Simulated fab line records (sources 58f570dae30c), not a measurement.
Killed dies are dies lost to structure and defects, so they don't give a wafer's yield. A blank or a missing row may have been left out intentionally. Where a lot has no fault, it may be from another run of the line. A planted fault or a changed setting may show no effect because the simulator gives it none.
Check for tools in common / flow berkeley-cmos170 / Lots sampled 13, wafers sampled 39

== THE REASON FOR OPENING IT ==
Of 13 lots, 1 have the reading NSD_TW flagged at UCB170_NSD_TW_MEAS_10. Fault-free wafers read 4196, with a standard deviation of 44.
Rule: flag the lot when none of its wafers has a number, or when each of its wafers that has one lies beyond 4 standard deviations from that mean. The other lots count as sound.

lot=L150; measured=day 6 06:04; on=film-metro-01; NSD_TW, wafer by wafer=4266 4234 4230; flag=
lot=L151; measured=day 6 14:21; on=film-metro-01; NSD_TW, wafer by wafer=4255 4236 4259; flag=
lot=L153; measured=day 7 02:44; on=film-metro-04; NSD_TW, wafer by wafer=4127 4092 4083; flag=
lot=L152; measured=day 7 03:01; on=film-metro-01; NSD_TW, wafer by wafer=4213 4210 4233; flag=
lot=L154; measured=day 7 03:44; on=film-metro-03; NSD_TW, wafer by wafer=4201 4170 4163; flag=
lot=L156; measured=day 7 12:23; on=film-metro-01; NSD_TW, wafer by wafer=4223 4224 4220; flag=
lot=L158; measured=day 7 12:32; on=film-metro-03; NSD_TW, wafer by wafer=4183 4186 4190; flag=
lot=L157; measured=day 7 12:40; on=film-metro-01; NSD_TW, wafer by wafer=4194 4220 4208; flag=
lot=L162; measured=day 8 20:25; on=film-metro-01; NSD_TW, wafer by wafer=4252 4247 4218; flag=
lot=L161; measured=day 8 20:40; on=film-metro-01; NSD_TW, wafer by wafer=30 30 30; flag=FLAGGED
lot=L167; measured=day 10 09:45; on=film-metro-01; NSD_TW, wafer by wafer=4266 4262 4242; flag=
lot=L168; measured=day 10 10:04; on=film-metro-03; NSD_TW, wafer by wafer=4198 4180 4201; flag=
lot=L172; measured=day 11 06:40; on=film-metro-03; NSD_TW, wafer by wafer=4197 4177 4176; flag=
The mean of the flagged lots' numbers is 30, -4166 from the usual (-95 standard deviations).

== WHICH TOOL EACH LOT WENT THROUGH ==
The record holds 1 process step before the reading, out of a route of 331 steps. Cell contents, in order: the tool; ch with the chambers the sampled wafers went through; the start.
lot=L150; flag=; UCB170_NSD_EXPOSE_03=krf-scanner-01 ch 0, day 6 05:16
lot=L151; flag=; UCB170_NSD_EXPOSE_03=krf-scanner-01 ch 0, day 6 13:16
lot=L153; flag=; UCB170_NSD_EXPOSE_03=krf-scanner-01 ch 0, day 7 01:50
lot=L152; flag=; UCB170_NSD_EXPOSE_03=krf-scanner-01 ch 0, day 7 02:11
lot=L154; flag=; UCB170_NSD_EXPOSE_03=krf-scanner-02 ch 0, day 7 02:46
lot=L156; flag=; UCB170_NSD_EXPOSE_03=krf-scanner-02 ch 0, day 7 11:25
lot=L158; flag=; UCB170_NSD_EXPOSE_03=krf-scanner-01 ch 0, day 7 11:41
lot=L157; flag=; UCB170_NSD_EXPOSE_03=krf-scanner-01 ch 0, day 7 11:46
lot=L162; flag=; UCB170_NSD_EXPOSE_03=krf-scanner-01 ch 0, day 8 19:37
lot=L161; flag=FLAGGED; UCB170_NSD_EXPOSE_03=krf-scanner-01 ch 0, day 8 19:51
lot=L167; flag=; UCB170_NSD_EXPOSE_03=krf-scanner-01 ch 0, day 10 08:50
lot=L168; flag=; UCB170_NSD_EXPOSE_03=krf-scanner-01 ch 0, day 10 09:05
lot=L172; flag=; UCB170_NSD_EXPOSE_03=krf-scanner-02 ch 0, day 11 05:36
What the steps here do:
- UCB170_NSD_EXPOSE_03: exposes mask NSELECT MOD, target cd 1200 nm.
- UCB170_NSD_TW_MEAS_10

== FLAGGED AGAINST TOTAL, ONE TOOL AT A TIME (gauges that did the reading follow at the end) ==
step=UCB170_NSD_EXPOSE_03; tool=krf-scanner-01; lots run=10; flagged=1; share of the flagged lots=all; sound lots run after its first flagged lot=2 (L167,L168)
step=UCB170_NSD_EXPOSE_03; tool=krf-scanner-02; lots run=3; flagged=0; share of the flagged lots=none; sound lots run after its first flagged lot=-
step=UCB170_NSD_TW_MEAS_10; tool=film-metro-01; lots run=8; flagged=1; share of the flagged lots=all; sound lots run after its first flagged lot=1 (L167)
step=UCB170_NSD_TW_MEAS_10; tool=film-metro-03; lots run=4; flagged=0; share of the flagged lots=none; sound lots run after its first flagged lot=-
step=UCB170_NSD_TW_MEAS_10; tool=film-metro-04; lots run=1; flagged=0; share of the flagged lots=none; sound lots run after its first flagged lot=-

== THE TABLE: WHAT IT ALLOWS ==
Rows of the table that ran all the flagged lots, 2 in number: krf-scanner-01 at UCB170_NSD_EXPOSE_03; film-metro-01 at UCB170_NSD_TW_MEAS_10.
- krf-scanner-01 at UCB170_NSD_EXPOSE_03 ran 10 lots, 1 of them flagged. Lots that were sound ran on it after the first flagged one (L167, L168); a persistent fault on the entire tool would not allow that.
- film-metro-01 at UCB170_NSD_TW_MEAS_10 ran 8 lots, 1 of them flagged. Lots that were sound ran on it after the first flagged one (L167); a persistent fault on the entire tool would not allow that.
Not one row of the table ran every flagged lot while running no sound lot after the first.

== WHAT WAS PUT IN BY THE SIMULATOR ==
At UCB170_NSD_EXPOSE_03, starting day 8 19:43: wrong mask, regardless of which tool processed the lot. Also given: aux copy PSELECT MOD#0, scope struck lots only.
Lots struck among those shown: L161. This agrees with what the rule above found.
